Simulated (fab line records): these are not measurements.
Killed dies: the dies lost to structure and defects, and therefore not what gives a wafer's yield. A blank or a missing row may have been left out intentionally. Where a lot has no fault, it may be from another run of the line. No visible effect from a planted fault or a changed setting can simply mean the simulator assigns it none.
fab line records | flow ritCmos
[record] lots = 5 | wafers = 23
route steps=202 shown SILICIDE@162 CONTACT@168
startH: hours from the record's opening day to when the first of the lot's shown wafers began | waitH: hours since the lot's step before | " the same as in the row above | L1.1+2: a row that stands for several wafers | - no value present, or no start provided | * or withheld: withheld | < > ~ a bound
route shown NAME@n: NAME is a module with steps in the file, n the number in the route of the first one | usual: mean/standard deviation of fault-free wafers | same: alike in all rows | chamber/n: place in a boat | sites: the reading at each site | _std_site: how widely they spread, as a standard deviation | _edge_site: the outer-site mean with the inner-site mean subtracted | radiusMm: how far each site lies from the wafer's centre | mask NAME#n: copy n | behind: the most recent tool/chamber to have shaped the wafer | hold: why the lot went on hold/how many hours it stayed there/how the hold came to an end | device: which transistor (n, p or np) failed to switch | end of line: at the end of the route, the tests of the same wafers | where a step has no rows: the recipe by itself | killed: count of dies lost to structure and defects at first sort (not the wafer's yield) | map: the dies of a wafer, with x for killed, . for not killed, _ for no die there
set.NAME: the setting as run; set.NAME@STEP: as run at that earlier step | model.NAME: the simulator's own value behind a step, which no gauge read
lots with deliberately changed settings; one table per step, one row per wafer
[[steps]]
[step RIT_SILICIDE_SPUTTER_01]
[recipe] material = Ti | targetThkNm = 30 | powerW = 350 | chamberPressurePa = 0.667 | gas = Ar | timeS = 240 | substrateTempC = 25
lot.wafer | tool          | chamber | startH | waitH | set.chamberPressurePa | model.Ti_of_SILICIDE_SPUTTER_01.thkNm
L074.2    | pvdSputter-02 | -       | 52.11  | 0.0   | 0.6262                | 29.93
L074.3    | "             | -       | "      | "     | 0.6262                | 30.08
L074.4    | "             | -       | "      | "     | 0.6262                | 29.98
L074.5    | "             | -       | "      | "     | 0.6262                | 30.24
L074.6    | "             | -       | "      | "     | 0.6262                | 30.07
L079.1    | pvdSputter-04 | -       | 75.37  | 0.0   | 0.7645                | 28.72
L079.2    | "             | -       | "      | "     | 0.7645                | 28.49
L079.3    | "             | -       | "      | "     | 0.7645                | 28.84
L079.4    | "             | -       | "      | "     | 0.7645                | 28.77
L079.6    | "             | -       | "      | "     | 0.7645                | 28.69
L081.1    | pvdSputter-04 | -       | 85.26  | 0.0   | 0.605                 | 30.43
L081.2    | "             | -       | "      | "     | 0.605                 | 30.44
L081.3    | "             | -       | "      | "     | 0.605                 | 30.39
L081.4    | "             | -       | "      | "     | 0.605                 | 30.21
L081.5    | "             | -       | "      | "     | 0.605                 | 30.25
L082.2    | pvdSputter-02 | -       | 89.83  | 0.0   | 0.667                 | 30.11
L082.3    | "             | -       | "      | "     | 0.667                 | 30.13
L082.4    | "             | -       | "      | "     | 0.667                 | 29.92
L084.1    | pvdSputter-02 | -       | 99.59  | 0.0   | 0.7532                | 28.41
L084.2    | "             | -       | "      | "     | 0.7532                | 28.61
L084.4    | "             | -       | "      | "     | 0.7532                | 28.89
L084.5    | "             | -       | "      | "     | 0.7532                | 28.8
L084.6    | "             | -       | "      | "     | 0.7532                | 28.84
[step RIT_SILICIDE_RS_MEAS_02]
[recipe] thkMeasGauge = four-point-probe | reads = Ti_of_SILICIDE_SPUTTER_01
[usual] SILICIDE_TI_RS = 48.2/0.51
lot.wafer | tool         | chamber | startH | waitH | set.chamberPressurePa@SILICIDE_SPUTTER_01 | SILICIDE_TI_RS[ohm/sq]
L074.2    | filmMetro-02 | -       | 52.28  | 0.1   | 0.6262                                    | 42.9
L074.3    | "            | -       | "      | "     | 0.6262                                    | 42.6
L074.4    | "            | -       | "      | "     | 0.6262                                    | 42.9
L074.5    | "            | -       | "      | "     | 0.6262                                    | 42.3
L074.6    | "            | -       | "      | "     | 0.6262                                    | 42.6
L079.1    | filmMetro-02 | -       | 75.52  | 0.1   | 0.7645                                    | 66.3
L079.2    | "            | -       | "      | "     | 0.7645                                    | 67.0
L079.3    | "            | -       | "      | "     | 0.7645                                    | 66.0
L079.4    | "            | -       | "      | "     | 0.7645                                    | 66.4
L079.6    | "            | -       | "      | "     | 0.7645                                    | 66.4
L081.1    | filmMetro-04 | -       | 85.41  | 0.1   | 0.605                                     | 39.7
L081.2    | "            | -       | "      | "     | 0.605                                     | 39.6
L081.3    | "            | -       | "      | "     | 0.605                                     | 39.7
L081.4    | "            | -       | "      | "     | 0.605                                     | 40.1
L081.5    | "            | -       | "      | "     | 0.605                                     | 40.0
L082.2    | filmMetro-02 | -       | 90.00  | 0.1   | 0.667                                     | 47.6
L082.3    | "            | -       | "      | "     | 0.667                                     | 47.5
L082.4    | "            | -       | "      | "     | 0.667                                     | 48.0
L084.1    | filmMetro-02 | -       | 99.74  | 0.1   | 0.7532                                    | 65.2
L084.2    | "            | -       | "      | "     | 0.7532                                    | 64.7
L084.4    | "            | -       | "      | "     | 0.7532                                    | 63.9
L084.5    | "            | -       | "      | "     | 0.7532                                    | 63.9
L084.6    | "            | -       | "      | "     | 0.7532                                    | 63.9
[step RIT_SILICIDE_THK_MEAS_03]
[recipe] thkMeasGauge = xrf | reads = Ti_of_SILICIDE_SPUTTER_01
[usual] SILICIDE_TI_THK = 29.62/0.23
lot.wafer | tool         | chamber | startH | waitH | set.chamberPressurePa@SILICIDE_SPUTTER_01 | SILICIDE_TI_THK[nm]
L074.2    | filmMetro-02 | -       | 52.39  | 0.1   | 0.6262                                    | 29.64
L074.3    | "            | -       | "      | "     | 0.6262                                    | 29.83
L074.4    | "            | -       | "      | "     | 0.6262                                    | 29.73
L074.5    | "            | -       | "      | "     | 0.6262                                    | 29.99
L074.6    | "            | -       | "      | "     | 0.6262                                    | 29.91
L079.1    | filmMetro-02 | -       | 75.64  | 0.1   | 0.7645                                    | 28.51
L079.2    | "            | -       | "      | "     | 0.7645                                    | 28.16
L079.3    | "            | -       | "      | "     | 0.7645                                    | 28.49
L079.4    | "            | -       | "      | "     | 0.7645                                    | 28.44
L079.6    | "            | -       | "      | "     | 0.7645                                    | 28.38
L081.1    | filmMetro-04 | -       | 85.53  | 0.1   | 0.605                                     | 30.22
L081.2    | "            | -       | "      | "     | 0.605                                     | 30.38
L081.3    | "            | -       | "      | "     | 0.605                                     | 30.23
L081.4    | "            | -       | "      | "     | 0.605                                     | 29.97
L081.5    | "            | -       | "      | "     | 0.605                                     | 30.05
L082.2    | filmMetro-02 | -       | 90.11  | 0.1   | 0.667                                     | 29.73
L082.3    | "            | -       | "      | "     | 0.667                                     | 29.75
L082.4    | "            | -       | "      | "     | 0.667                                     | 29.60
L084.1    | filmMetro-02 | -       | 99.86  | 0.1   | 0.7532                                    | 28.21
L084.2    | "            | -       | "      | "     | 0.7532                                    | 28.46
L084.4    | "            | -       | "      | "     | 0.7532                                    | 28.69
L084.5    | "            | -       | "      | "     | 0.7532                                    | 28.67
L084.6    | "            | -       | "      | "     | 0.7532                                    | 28.60
[step RIT_CONTACT_CVD_00]
[recipe] material = SiO2 | targetThkNm = 400 | precursor = TEOS | tempC = 390 | timeS = 61 | rfW = 400
lot.wafer | tool     | chamber | startH | waitH | set.timeS | model.SiO2_of_CONTACT_CVD_00.thkNm
L074.2    | pecvd-04 | 0       | 52.64  | 0.0   | 61        | 394.3
L074.3    | "        | 2       | "      | "     | 65.41     | 422
L074.4    | "        | 1       | "      | "     | 61        | 400.8
L074.5    | "        | 0       | "      | "     | 61        | 404.3
L074.6    | "        | 2       | "      | "     | 65.41     | 430.1
L079.1    | pecvd-04 | 1       | 75.87  | 0.1   | 61        | 403.1
L079.2    | "        | 0       | "      | "     | 61        | 401.3
L079.3    | "        | 2       | "      | "     | 57.76     | 380.8
L079.4    | "        | 2       | "      | "     | 61        | 410.9
L079.6    | "        | 0       | "      | "     | 57.76     | 387.5
L081.1    | pecvd-01 | 1       | 85.77  | 0.1   | 61        | 397.4
L081.2    | "        | 2       | "      | "     | 58        | 381
L081.3    | "        | 0       | "      | "     | 61        | 400.3
L081.4    | "        | 2       | "      | "     | 58        | 383.3
L081.5    | "        | 1       | "      | "     | 58        | 384.2
L082.2    | pecvd-04 | 2       | 90.33  | 0.0   | 61        | 397.3
L082.3    | "        | 1       | "      | "     | 61        | 395.2
L082.4    | "        | 1       | "      | "     | 61        | 399.4
L084.1    | pecvd-01 | 1       | 100.23 | 0.1   | 61        | 400.9
L084.2    | "        | 0       | "      | "     | 63.46     | 416.7
L084.4    | "        | 2       | "      | "     | 63.46     | 423.4
L084.5    | "        | 1       | "      | "     | 61        | 406.3
L084.6    | "        | 0       | "      | "     | 63.46     | 425.5
[step RIT_CONTACT_THK_MEAS_01]
[recipe] reads = SiO2_of_CONTACT_CVD_00
[usual] CONTACT_TEOS_THK = 401/5.1
lot.wafer | tool         | chamber | startH | waitH | set.timeS@CONTACT_CVD_00 | CONTACT_TEOS_THK[nm]
L074.2    | filmMetro-04 | -       | 52.70  | 0.0   | 61                       | 394
L074.3    | "            | -       | "      | "     | 65.41                    | 422
L074.4    | "            | -       | "      | "     | 61                       | 401
L074.5    | "            | -       | "      | "     | 61                       | 404
L074.6    | "            | -       | "      | "     | 65.41                    | 430
L079.1    | filmMetro-04 | -       | 75.92  | 0.0   | 61                       | 403
L079.2    | "            | -       | "      | "     | 61                       | 401
L079.3    | "            | -       | "      | "     | 57.76                    | 381
L079.4    | "            | -       | "      | "     | 61                       | 411
L079.6    | "            | -       | "      | "     | 57.76                    | 388
L081.1    | filmMetro-04 | -       | 85.82  | 0.0   | 61                       | 397
L081.2    | "            | -       | "      | "     | 58                       | 381
L081.3    | "            | -       | "      | "     | 61                       | 400
L081.4    | "            | -       | "      | "     | 58                       | 383
L081.5    | "            | -       | "      | "     | 58                       | 384
L082.2    | filmMetro-02 | -       | 90.40  | 0.0   | 61                       | 397
L082.3    | "            | -       | "      | "     | 61                       | 395
L082.4    | "            | -       | "      | "     | 61                       | 400
L084.1    | filmMetro-04 | -       | 100.28 | 0.0   | 61                       | 401
L084.2    | "            | -       | "      | "     | 63.46                    | 417
L084.4    | "            | -       | "      | "     | 63.46                    | 424
L084.5    | "            | -       | "      | "     | 61                       | 406
L084.6    | "            | -       | "      | "     | 63.46                    | 426
[step RIT_CONTACT_ETCH_11]
[recipe] targetDepthA = 4800 | overEtchFrac = 0.2 | stopOn = TiSi2 | chemistry = CHF3/CF4/Ar | target = SiO2 | CHF3_flow_sccm = 50 | cf4FlowSccm = 10 | Ar_flow_sccm = 100 | O2_flow_sccm = 5 | pressureMtorr = 100 | rfW = 200 | timeS = 320
lot.wafer | tool       | chamber | startH | waitH | set.timeS | set.timeS@CONTACT_CVD_00 | model.NOVOLAK_of_CONTACT_COAT_03.thkNm | model.CONTACT.featureDepthNm | model.etch.depthNm
L074.2    | rieDiel-04 | 0       | 54.13  | 0.1   | 320       | 61                       | 766.1                                  | 394.3                        | 394.3
L074.3    | "          | 3       | "      | "     | 353.9     | 65.41                    | 752.1                                  | 422                          | 422
L074.4    | "          | 1       | "      | "     | 320       | 61                       | 766.6                                  | 400.8                        | 400.8
L074.5    | "          | 2       | "      | "     | 353.9     | 61                       | 751.7                                  | 404.3                        | 404.3
L074.6    | "          | 3       | "      | "     | 353.9     | 65.41                    | 754.5                                  | 430.1                        | 430.1
L079.1    | rieDiel-02 | 1       | 77.26  | 0.1   | 320       | 61                       | 766.6                                  | 403.1                        | 403.1
L079.2    | "          | 3       | "      | "     | 301.6     | 61                       | 771.3                                  | 401.3                        | 401.3
L079.3    | "          | 0       | "      | "     | 320       | 57.76                    | 767.6                                  | 380.8                        | 380.8
L079.4    | "          | 2       | "      | "     | 320       | 61                       | 766.7                                  | 410.9                        | 410.9
L079.6    | "          | 0       | "      | "     | 301.6     | 57.76                    | 774.8                                  | 387.5                        | 387.5
L081.1    | rieDiel-04 | 0       | 87.28  | 0.1   | 320       | 61                       | 768.5                                  | 397.4                        | 397.4
L081.2    | "          | 3       | "      | "     | 320       | 58                       | 766.6                                  | 381                          | 381
L081.3    | "          | 1       | "      | "     | 320       | 61                       | 765.1                                  | 400.3                        | 400.3
L081.4    | "          | 0       | "      | "     | 320       | 58                       | 768.8                                  | 383.3                        | 383.3
L081.5    | "          | 1       | "      | "     | 320       | 58                       | 763.2                                  | 384.2                        | 384.2
L082.2    | rieDiel-03 | 1       | 92.04  | 0.1   | 320       | 61                       | 760.9                                  | 397.3                        | 397.3
L082.3    | "          | 0       | "      | "     | 320       | 61                       | 766.4                                  | 395.2                        | 395.2
L082.4    | "          | 2       | "      | "     | 320       | 61                       | 763.6                                  | 399.4                        | 399.4
L084.1    | rieDiel-04 | 0       | 101.61 | 0.1   | 320       | 61                       | 770                                    | 400.9                        | 400.9
L084.2    | "          | 3       | "      | "     | 320       | 63.46                    | 775.2                                  | 416.7                        | 416.7
L084.4    | "          | 1       | "      | "     | 320       | 63.46                    | 769.3                                  | 423.4                        | 423.4
L084.5    | "          | 0       | "      | "     | 320       | 61                       | 773.3                                  | 406.3                        | 406.3
L084.6    | "          | 1       | "      | "     | 320       | 63.46                    | 766.7                                  | 425.5                        | 425.5
[[key]]
[split] step = RIT_SILICIDE_SPUTTER_01 | setting = chamberPressurePa | stated = 0.667 | by = lot
[response] step = RIT_SILICIDE_SPUTTER_01 | reading = model.Ti_of_SILICIDE_SPUTTER_01.thkNm | change = -0.071 | per = 1% | r = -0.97
[response] step = RIT_SILICIDE_RS_MEAS_02 | reading = SILICIDE_TI_RS | change = +1.13 | per = 1% | r = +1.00
[response] step = RIT_SILICIDE_THK_MEAS_03 | reading = SILICIDE_TI_THK | change = -0.0728 | per = 1% | r = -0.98
[split] step = RIT_CONTACT_CVD_00 | setting = timeS | stated = 61 | by = wafer
[response] step = RIT_CONTACT_CVD_00 | reading = model.SiO2_of_CONTACT_CVD_00.thkNm | change = +3.75 | per = 1% | r = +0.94
[response] step = RIT_CONTACT_THK_MEAS_01 | reading = CONTACT_TEOS_THK | change = +3.76 | per = 1% | r = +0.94
[response] step = RIT_CONTACT_ETCH_11 | reading = model.CONTACT.featureDepthNm | change = +3.75 | per = 1% | r = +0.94
[response] step = RIT_CONTACT_ETCH_11 | reading = model.etch.depthNm | change = +3.75 | per = 1% | r = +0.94
[split] step = RIT_CONTACT_ETCH_11 | setting = timeS | stated = 320 | by = wafer
[response] step = RIT_CONTACT_ETCH_11 | reading = model.NOVOLAK_of_CONTACT_COAT_03.thkNm | change = -1.23 | per = 1% | r = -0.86
